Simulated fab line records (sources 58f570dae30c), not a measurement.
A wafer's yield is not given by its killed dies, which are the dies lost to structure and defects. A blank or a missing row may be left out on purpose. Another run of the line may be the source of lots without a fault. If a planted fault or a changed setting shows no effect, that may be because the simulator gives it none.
A struck lot beside a sound one    flow berkeleyCmos170    15 out of 331 route steps
Sound: these wafers, L405.2, L405.5, L405.6. Wafers struck: L404.1, L404.4, L404.6. The cause comes at the end.
At each step with rows: each side's tool, then ch and its chambers, then its first start. Under that, the readings that differ: sound wafers    struck wafers    difference of the means    sigmas: that difference in standard deviations of wafers without a fault.
alike: a reading whose means differ by less than 2 such deviations, as well as words and numbers matching on both sides. not compared: withheld readings; readings where some wafer has no value; bounds like >300 that might hide an equal value; numbers whose values overlap and for which the record gives no deviation.
A row with sigmas, a row that says differs or no value, or rows on one side alone: a step with any of these is where the two part. When numbers do not overlap yet have no deviation, they are printed without sigmas and do not part them. Lack of a reading on every wafer of one side parts them only where that side has two or more wafers.

first, 1 step without rows for these wafers: UCB170_M3_SOFTBAKE_06 (time 60 s).
UCB170_M3_STRIP_07: strips in O2.
  sound on plasmaAsher-02 ch 0,1, day 13 15:03; struck on plasmaAsher-03 ch 0,1, day 13 14:47
  alike: drypumpMotorCurrentA, oesProductAu, stripTimeToEndpointS
  not compared: rfHoursCounterH
then, 7 steps without rows for these wafers: UCB170_M3_STRIP_08 (strips KrF in DMSO, time 600 s); UCB170_M3_COAT_09; UCB170_M3_COAT_10 (resist thk 900 nm); UCB170_M3_SOFTBAKE_11 (time 60 s); UCB170_M3_EXPOSE_12 (exposes mask METAL3, target cd 700 nm); UCB170_M3_PEB_13; UCB170_M3_DEVELOP_14 (develop time 45 s).
UCB170_M3_CD_MEAS_15 targets a cd of 700 nm.
  sound: cdSem-01 at day 13 16:31; struck: cdSem-02 at day 13 16:18
  alike: cdNm
UCB170_M3_OVL_MEAS_16:
  sound: overlay-01 at day 13 16:38; struck: overlay-02 at day 13 16:25
  alike: M3_OVL
UCB170_M3_ETCH_17: etches BARC in N2/H2.
  sound on rieDiel-01 ch 1,2,3, day 13 16:40; struck on rieDiel-02 ch 2,3, day 13 16:27
  alike: biasW, drypumpMotorCurrentA, oesProductAu, throttleValvePct
UCB170_M3_METAL_ETCH_18: etches Al in Cl2/BCl3, stops on SiO2, target depth 1170 nm, time 195 s.
  sound on rieMetal-01 ch 0,1, day 13 16:42; struck on rieMetal-02 ch 1, day 13 16:29
reading    sound              struck             difference  sigmas
biasW (W)  119.7 120.6 119.9  112.6 112.7 112.6  -7.4        -21
  alike: drypumpMotorCurrentA, mfcCl2Sccm, oesProductAu, throttleValvePct
  not compared: rfHoursCounterH
UCB170_M3_STRIP_19: strips in O2.
  sound on plasmaAsher-01 ch 0,1, day 13 16:53; struck on plasmaAsher-02 ch 0, day 13 16:52
  alike: drypumpMotorCurrentA, oesProductAu
  not compared: rfHoursCounterH
UCB170_M3_PROBE_99:
  the record has rows for the struck wafers here (prober-02, day 13 17:13) and none for the sound ones

## WHERE THEY PART
Last at UCB170_M3_PROBE_99 as far as this record goes, first at UCB170_M3_METAL_ETCH_18.

WHY: the cause the simulator had injected
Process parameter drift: rieMetal-02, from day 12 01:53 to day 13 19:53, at UCB170_M3_METAL_ETCH_18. A move of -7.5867 in setting biasW, from 120. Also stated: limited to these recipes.
